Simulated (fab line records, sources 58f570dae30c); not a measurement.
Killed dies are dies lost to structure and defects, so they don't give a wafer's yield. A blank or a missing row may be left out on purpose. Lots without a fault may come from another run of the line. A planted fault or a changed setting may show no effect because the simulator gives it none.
Which tool did it? | flow berkeley_cmos170 | 14 lots, 42 wafers sampled, at 2 steps of a route of 331

WHAT THE GAUGES READ, wafer by wafer
The record holds no reading of a measuring or inspecting step that can be judged against a usual standard deviation.

WHICH TOOL RAN EACH LOT (tool, then ch and the chambers of the sampled wafers, then the start)
lot  | UCB170_NSD_COAT_01                | UCB170_NSD_STRIP_09
L289 | litho_track-01 ch 0, day 6 21:01  | plasma_asher-01 ch 1, day 6 22:23
L291 | litho_track-03 ch 0, day 7 10:40  | plasma_asher-02 ch 0,1, day 7 11:59
L292 | litho_track-02 ch 0, day 7 10:40  | plasma_asher-03 ch 0,1, day 7 12:07
L290 | litho_track-01 ch 0, day 7 10:55  | plasma_asher-02 ch 1, day 7 12:23
L293 | litho_track-03 ch 0, day 7 11:07  | plasma_asher-03 ch 0,1, day 7 12:26
L294 | litho_track-02 ch 0, day 8 03:25  | plasma_asher-01 ch 0,1, day 8 04:59
L296 | litho_track-01 ch 0, day 8 13:39  | plasma_asher-02 ch 0,1, day 8 15:23
L299 | litho_track-03 ch 0, day 8 13:40  | plasma_asher-01 ch 0, day 8 15:33
L300 | litho_track-03 ch 0, day 9 02:01  | plasma_asher-02 ch 0,1, day 9 03:08
L301 | litho_track-01 ch 0, day 9 05:19  | plasma_asher-01 ch 0,1, day 9 06:17
L306 | litho_track-01 ch 0, day 10 02:18 | plasma_asher-02 ch 0,1, day 10 03:35
L305 | litho_track-02 ch 0, day 10 02:43 | plasma_asher-03 ch 0,1, day 10 03:49
L309 | litho_track-01 ch 0, day 10 16:14 | plasma_asher-03 ch 0,1, day 10 17:31
L311 | litho_track-02 ch 0, day 11 06:37 | plasma_asher-02 ch 0,1, day 11 07:45
- UCB170_NSD_COAT_01: resist thk 900 nm.
- UCB170_NSD_STRIP_09: strips in O2.

WHAT THE TOOLS THEMSELVES READ (means of the sampled wafers that have a number; where no wafer has one, the mark that the record gives instead)
UCB170_NSD_STRIP_09.
lot  | tool            | drypump_motor_current_A (A) | oes_product_au (a.u.) | strip_time_to_endpoint_s (s)
L289 | plasma_asher-01 | 6.2                         | 0.533                 | 35.86
L291 | plasma_asher-02 | 5.6                         | 0.534                 | 35.82
L292 | plasma_asher-03 | 5.3                         | 0.536                 | 35.78
L290 | plasma_asher-02 | 6.4                         | 0.534                 | 35.91
L293 | plasma_asher-03 | 5.3                         | 0.535                 | 35.82
L294 | plasma_asher-01 | 5.8                         | 0.538                 | 35.76
L296 | plasma_asher-02 | 5.7                         | 0.530                 | 35.84
L299 | plasma_asher-01 | 5.1                         | 0.540                 | 36.94
L300 | plasma_asher-02 | 5.7                         | 0.540                 | 36.98
L301 | plasma_asher-01 | 5.5                         | 0.532                 | 35.83
L306 | plasma_asher-02 | 5.7                         | 0.536                 | 35.83
L305 | plasma_asher-03 | 5.3                         | 0.530                 | 35.92
L309 | plasma_asher-03 | 5.3                         | 0.530                 | 35.92
L311 | plasma_asher-02 | 5.7                         | 0.530                 | 35.85

THE ANSWER, worked out from the rows above alone
Rule: what is usual is taken from the lots themselves. Put in order of their means at a reading, lots are off if they are a third of the lots or fewer, leave a main group of 4 or more, and stand apart from it by a gap of 3 or more times the standard deviation of the main group's means; of several such gaps the widest counts. A main group whose means are all the same, to the digits that the tables above print for the reading, isn't used. A lot without any number at a reading at which 4 lots or more have one is off too. The other lots that the step has rows for count as sound. The gauges are gone through in route order, then the tools' own readings, and for those a lot's mean is taken as printed above. The first step at which some lot is off is used, and at that step the reading that is off furthest; a lot without a number counts as furthest.
Off: L299, L300, at UCB170_NSD_STRIP_09 (strip_time_to_endpoint_s). The main group: mean 35.84 s, standard deviation 0.049.
A tool fits if, at that step or a process step before it, it ran every lot that is off, and no sound lot after the first of them. One fits: litho_track-03 at UCB170_NSD_COAT_01. Its last sound lot is L293 (day 7 11:07), its first lot that is off L299 (day 8 13:40): a fault that began between those two fits.

WHAT THE SIMULATOR HAD PUT IN
Process parameter drift: litho_track-03, from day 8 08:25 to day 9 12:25, at UCB170_NSD_COAT_01. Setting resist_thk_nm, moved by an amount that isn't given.
Lots struck among those shown: L299, L300. The rule above found the same.
